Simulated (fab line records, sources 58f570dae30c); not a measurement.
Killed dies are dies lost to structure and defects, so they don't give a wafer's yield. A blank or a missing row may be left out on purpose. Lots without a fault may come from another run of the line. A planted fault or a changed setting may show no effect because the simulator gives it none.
Which tool did it? | flow berkeley_cmos170 | 14 lots, 42 wafers sampled, at 3 steps of a route of 331

WHAT THE GAUGES READ, wafer by wafer
UCB170_PLDD_TW_MEAS_11.
lot  | measured     | on            | PLDD_TW
L406 | day 7 10:11  | film_metro-04 | 1016 1018 1009
L407 | day 7 10:50  | film_metro-02 | 987 986 988
L404 | day 7 10:55  | film_metro-04 | 1013 1015 1011
L405 | day 7 11:07  | film_metro-04 | 1013 1017 1018
L409 | day 7 23:38  | film_metro-04 | 1014 1022 1014
L408 | day 7 23:53  | film_metro-04 | 1016 1015 1013
L410 | day 8 15:17  | film_metro-01 | 1016 1017 1016
L412 | day 8 15:33  | film_metro-04 | 1014 1014 1011
L413 | day 8 16:02  | film_metro-04 | 1005 1003 1001
L414 | day 9 10:37  | film_metro-02 | 993 992 991
L419 | day 10 00:17 | film_metro-02 | 993 988 993
L423 | day 11 02:56 | film_metro-04 | 938 936 937
L424 | day 11 03:56 | film_metro-02 | 921 916 917
L425 | day 11 16:55 | film_metro-02 | 987 991 986

UCB170_SDANNEAL_RS_MEAS_04: measures by four-point-probe.
lot  | measured     | on            | PLDD_RS (ohm/sq)
L406 | day 8 11:19  | film_metro-01 | 1035.6 1035.0 1036.9
L407 | day 8 11:05  | film_metro-02 | 1033.4 1033.8 1039.3
L404 | day 8 10:08  | film_metro-01 | 1032.7 1032.4 1030.0
L405 | day 8 11:11  | film_metro-04 | 1030.1 1029.5 1028.0
L409 | day 8 14:29  | film_metro-01 | 1031.9 1031.8 1030.5
L408 | day 8 14:50  | film_metro-02 | 1034.1 1035.9 1032.3
L410 | day 9 09:17  | film_metro-01 | 1035.1 1033.1 1034.0
L412 | day 9 10:25  | film_metro-04 | 1031.1 1031.9 1034.7
L413 | day 9 10:40  | film_metro-01 | 1032.9 1035.0 1034.9
L414 | day 10 04:23 | film_metro-04 | 1032.8 1031.6 1033.4
L419 | day 10 16:13 | film_metro-04 | 1035.5 1033.3 1030.6
L423 | day 11 18:35 | film_metro-04 | 1240.7 1243.2 1242.1
L424 | day 11 17:58 | film_metro-02 | 1245.6 1240.4 1243.0
L425 | day 12 04:52 | film_metro-01 | 1030.9 1028.2 1030.9

WHICH TOOL RAN EACH LOT (tool, then ch and the chambers of the sampled wafers, then the start)
lot  | UCB170_PLDD_IMPLANT_08
L406 | implanter-04 ch 0, day 7 09:49
L407 | implanter-03 ch 0, day 7 10:28
L404 | implanter-01 ch 0, day 7 10:33
L405 | implanter-03 ch 0, day 7 10:43
L409 | implanter-04 ch 0, day 7 23:14
L408 | implanter-01 ch 0, day 7 23:29
L410 | implanter-01 ch 0, day 8 14:53
L412 | implanter-03 ch 0, day 8 15:09
L413 | implanter-01 ch 0, day 8 15:38
L414 | implanter-03 ch 0, day 9 08:09
L419 | implanter-04 ch 0, day 9 23:53
L423 | implanter-03 ch 0, day 11 02:32
L424 | implanter-03 ch 0, day 11 03:32
L425 | implanter-04 ch 0, day 11 16:31
- UCB170_PLDD_IMPLANT_08

WHAT THE TOOLS THEMSELVES READ (means of the sampled wafers that have a number; where no wafer has one, the mark that the record gives instead)
UCB170_PLDD_IMPLANT_08.
lot  | tool         | dose_ions_cm2 | faraday_current_uA
L406 | implanter-04 | 5.007e+13     | 159
L407 | implanter-03 | 5.001e+13     | 158
L404 | implanter-01 | 5.000e+13     | 156
L405 | implanter-03 | 5.002e+13     | 157
L409 | implanter-04 | 4.998e+13     | 159
L408 | implanter-01 | 4.998e+13     | 157
L410 | implanter-01 | 4.996e+13     | 158
L412 | implanter-03 | 4.995e+13     | 158
L413 | implanter-01 | 4.993e+13     | 159
L414 | implanter-03 | 4.995e+13     | 159
L419 | implanter-04 | 5.001e+13     | 157
L423 | implanter-03 | 2.893e+13     | 90
L424 | implanter-03 | 2.903e+13     | 93
L425 | implanter-04 | 4.996e+13     | 157

THE ANSWER, worked out from the rows above alone
Rule: what is usual is taken from the lots themselves. Put in order of their means at a reading, lots are off if they are a third of the lots or fewer, leave a main group of 4 or more, and stand apart from it by a gap of 3 or more times the standard deviation of the main group's means; of several such gaps the widest counts. A main group whose means are all the same, to the digits that the tables above print for the reading, isn't used. A lot without any number at a reading at which 4 lots or more have one is off too. The other lots that the step has rows for count as sound. The gauges are gone through in route order, then the tools' own readings, and for those a lot's mean is taken as printed above. The first step at which some lot is off is used, and at that step the reading that is off furthest; a lot without a number counts as furthest.
Off: L423, L424, at UCB170_PLDD_TW_MEAS_11 (PLDD_TW). The main group: mean 1005, standard deviation 12.
A tool fits if, at a process step before that reading, it ran every lot that is off, and no sound lot after the first of them. The gauges at UCB170_PLDD_TW_MEAS_11 aren't tried: what is off there is off at UCB170_PLDD_IMPLANT_08 too, on other tools, and a gauge's error can't cause that. One fits: implanter-03 at UCB170_PLDD_IMPLANT_08. Its last sound lot is L414 (day 9 08:09), its first lot that is off L423 (day 11 02:32): a fault that began between those two fits.
The tool's own readings at UCB170_PLDD_IMPLANT_08 bear it out: on the lots that are off they differ by more than 5 times the standard deviation of the sound lots' means. dose_ions_cm2 reads 2.898e+13 there against 4.998e+13 on the sound lots; faraday_current_uA reads 92 there against 158 on the sound lots.

WHAT THE SIMULATOR HAD PUT IN
Process parameter drift: implanter-03, from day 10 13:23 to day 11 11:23, at UCB170_PLDD_IMPLANT_08. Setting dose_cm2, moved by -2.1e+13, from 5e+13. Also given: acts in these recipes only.
Lots struck among those shown: L423, L424. The rule above found the same.
